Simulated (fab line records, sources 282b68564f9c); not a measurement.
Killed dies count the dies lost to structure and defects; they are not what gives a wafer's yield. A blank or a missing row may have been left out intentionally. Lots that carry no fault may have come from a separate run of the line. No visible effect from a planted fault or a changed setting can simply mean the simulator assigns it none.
Which tool was responsible? :: flow ritCmos :: Sampling: 14 lots, 42 wafers, 2 of 202 route steps

WHAT THE GAUGES SHOWED, per wafer
RIT_WELLDRIVE_RS_MEAS_02: uses a four-point probe to measure. Usual: PWELL_RS 429.9 ohm/sq, standard deviation 1.3.
lot: L399
measured: day 2 10:17
on: filmMetro-01
PWELL_RS (ohm/sq): 430.6 430.5 431.0
flag: 

lot: L400
measured: day 2 18:58
on: filmMetro-04
PWELL_RS (ohm/sq): 430.1 428.7 430.0
flag: 

lot: L401
measured: day 2 22:02
on: filmMetro-03
PWELL_RS (ohm/sq): 429.6 430.6 430.2
flag: 

lot: L402
measured: day 3 02:48
on: filmMetro-03
PWELL_RS (ohm/sq): 429.8 428.7 429.0
flag: 

lot: L404
measured: day 3 16:37
on: filmMetro-04
PWELL_RS (ohm/sq): 428.0 430.1 428.9
flag: 

lot: L405
measured: day 3 21:03
on: filmMetro-01
PWELL_RS (ohm/sq): 429.7 429.7 431.5
flag: 

lot: L408
measured: day 4 09:27
on: filmMetro-01
PWELL_RS (ohm/sq): 431.6 431.6 432.5
flag: 

lot: L409
measured: day 4 14:34
on: filmMetro-03
PWELL_RS (ohm/sq): 428.9 428.8 429.9
flag: 

lot: L410
measured: day 4 17:35
on: filmMetro-04
PWELL_RS (ohm/sq): 430.6 432.0 432.2
flag: 

lot: L411
measured: day 5 02:43
on: filmMetro-01
PWELL_RS (ohm/sq): 430.1 431.1 432.0
flag: 

lot: L416
measured: day 5 23:16
on: filmMetro-03
PWELL_RS (ohm/sq): 442.9 444.3 443.5
flag: OFF

lot: L417
measured: day 6 05:38
on: filmMetro-03
PWELL_RS (ohm/sq): 429.5 430.5 430.2
flag: 

lot: L418
measured: day 6 10:43
on: filmMetro-04
PWELL_RS (ohm/sq): 445.5 444.4 444.8
flag: OFF

lot: L421
measured: day 7 03:42
on: filmMetro-03
PWELL_RS (ohm/sq): 431.2 431.4 430.9
flag: 

EACH LOT AND THE TOOL THAT RAN IT (in order: tool; ch and the chambers of the sampled wafers; start)
lot: L399
RIT_PWELL_IMPLANT_08: implanter-02 ch 0, day 2 04:38

lot: L400
RIT_PWELL_IMPLANT_08: implanter-01 ch 0, day 2 13:23

lot: L401
RIT_PWELL_IMPLANT_08: implanter-01 ch 0, day 2 15:20

lot: L402
RIT_PWELL_IMPLANT_08: implanter-02 ch 0, day 2 20:19

lot: L404
RIT_PWELL_IMPLANT_08: implanter-02 ch 0, day 3 11:02

lot: L405
RIT_PWELL_IMPLANT_08: implanter-02 ch 0, day 3 13:44

lot: L408
RIT_PWELL_IMPLANT_08: implanter-02 ch 0, day 4 03:53

lot: L409
RIT_PWELL_IMPLANT_08: implanter-02 ch 0, day 4 07:34

lot: L410
RIT_PWELL_IMPLANT_08: implanter-01 ch 0, day 4 12:01

lot: L411
RIT_PWELL_IMPLANT_08: implanter-02 ch 0, day 4 20:28

lot: L416
RIT_PWELL_IMPLANT_08: implanter-01 ch 0, day 5 17:41

lot: L417
RIT_PWELL_IMPLANT_08: implanter-02 ch 0, day 6 00:03

lot: L418
RIT_PWELL_IMPLANT_08: implanter-01 ch 0, day 6 04:24

lot: L421
RIT_PWELL_IMPLANT_08: implanter-04 ch 0, day 6 19:12
- RIT_PWELL_IMPLANT_08

WHAT THE TOOLS THEMSELVES READ (means of the sampled wafers that have a number; where no wafer has one, the mark that the record gives instead)
RIT_PWELL_IMPLANT_08. Usual: doseIonsCm2 6.999e+13, standard deviation 7.8e+10; faradayCurrentUA 222, standard deviation 4.
lot: L399
tool: implanter-02
doseIonsCm2: 6.993e+13
faradayCurrentUA: 225
flag: 

lot: L400
tool: implanter-01
doseIonsCm2: 6.994e+13
faradayCurrentUA: 221
flag: 

lot: L401
tool: implanter-01
doseIonsCm2: 6.998e+13
faradayCurrentUA: 223
flag: 

lot: L402
tool: implanter-02
doseIonsCm2: 6.994e+13
faradayCurrentUA: 225
flag: 

lot: L404
tool: implanter-02
doseIonsCm2: 6.993e+13
faradayCurrentUA: 221
flag: 

lot: L405
tool: implanter-02
doseIonsCm2: 6.996e+13
faradayCurrentUA: 224
flag: 

lot: L408
tool: implanter-02
doseIonsCm2: 6.996e+13
faradayCurrentUA: 219
flag: 

lot: L409
tool: implanter-02
doseIonsCm2: 7.013e+13
faradayCurrentUA: 225
flag: 

lot: L410
tool: implanter-01
doseIonsCm2: 7.000e+13
faradayCurrentUA: 221
flag: 

lot: L411
tool: implanter-02
doseIonsCm2: 6.997e+13
faradayCurrentUA: 221
flag: 

lot: L416
tool: implanter-01
doseIonsCm2: 6.644e+13
faradayCurrentUA: 212
flag: OFF

lot: L417
tool: implanter-02
doseIonsCm2: 7.012e+13
faradayCurrentUA: 222
flag: 

lot: L418
tool: implanter-01
doseIonsCm2: 6.653e+13
faradayCurrentUA: 209
flag: OFF

lot: L421
tool: implanter-04
doseIonsCm2: 7.010e+13
faradayCurrentUA: 219
flag: 

THE ANSWER, worked out from the rows above alone
Rule: a lot counts as off when the mean over its wafers that have a number is more than 3 standard deviations away from the usual mean. A lot without any number at a reading at which 4 lots or more have one is off too. Any other lot the step has rows for is counted as sound. First the gauges in route order, then the tools' own readings, where a lot's mean is used as printed above. At the first step where some lot is off, the reading lying furthest off is the one used; lots without a number count as furthest.
Off: L416, L418, seen at RIT_WELLDRIVE_RS_MEAS_02 (PWELL_RS).
If a tool, at a process step before that reading, ran all the lots that are off and no sound lot after the first of them, it fits. The gauges at RIT_WELLDRIVE_RS_MEAS_02 aren't tried: what is off there is off at RIT_PWELL_IMPLANT_08 too, on other tools, and a gauge's error can't cause that. One fits: RIT_PWELL_IMPLANT_08 on implanter-01. A fault onset in the window from L410 (day 4 12:01, its last sound lot) to L416 (day 5 17:41, its first lot off) fits.
The tool's own readings at RIT_PWELL_IMPLANT_08 bear it out: on the lots that are off they differ by more than 5 times the standard deviation of the sound lots' means. doseIonsCm2 reads 6.648e+13 there against 7.000e+13 on the sound lots; faradayCurrentUA reads 210 there against 222 on the sound lots.

WHAT THE SIMULATOR HAD INSERTED
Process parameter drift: implanter-01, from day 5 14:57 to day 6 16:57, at RIT_PWELL_IMPLANT_08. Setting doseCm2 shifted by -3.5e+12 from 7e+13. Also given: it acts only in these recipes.
Shown lots that were struck: L416, L418. Same finding as the rule above.
